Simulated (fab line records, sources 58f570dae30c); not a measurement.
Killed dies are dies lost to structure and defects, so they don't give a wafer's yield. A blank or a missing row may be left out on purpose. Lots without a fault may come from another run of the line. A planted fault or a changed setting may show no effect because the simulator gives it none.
Chamber matching | flow berkeley_cmos170 | UCB170_GATE_ETCH_15 on rie_si-02: 4 sister chambers
The step etches poly-Si in HBr/Cl2, stops on SiO2, time 56.3 s, target depth 278.2 nm. 4 wafers are shown with their chamber, then 9 later ones without.

WAFERS WITH THEIR CHAMBER
wafer  | chamber | throttle_valve_pct (%)
L978.4 | 3       | 26.09
L985.3 | 0       | 26.54
L985.5 | 2       | 26.22
L985.6 | 1       | 26.72

WAFERS WITHOUT THEIR CHAMBER
wafer  | throttle_valve_pct (%)
L986.1 | 26.22
L986.2 | 26.73
L986.3 | 26.11
L990.1 | 26.56
L990.2 | 26.25
L990.6 | 26.24
L991.2 | 26.55
L991.3 | 26.24
L991.4 | 26.09

WHICH CHAMBER EACH WENT THROUGH
wafer  | from the rows above | in truth
L986.1 | 2                   | 2
L986.2 | 1                   | 1
L986.3 | 3                   | 3
L990.1 | 0                   | 0
L990.2 | 2                   | 2
L990.6 | 2                   | 2
L991.2 | 0                   | 0
L991.3 | 2                   | 2
L991.4 | 3                   | 3
Placed correctly: 9 of 9. Can't be placed from these rows: 0. Placed wrongly: 0.
How it was worked out, from the rows above alone: a wafer's distance from a chamber is the root of the sum, over the readings, of the square of ((its reading less the chamber's mean) divided by the reading's scatter). The wafer belongs to the nearest chamber; if the next one is less than 2 further off, it can't be placed. A chamber's mean is the mean of its shown wafers. The scatter: with one shown wafer a chamber, the root of the mean of the squares of how far each hidden wafer lies from its nearest shown one.
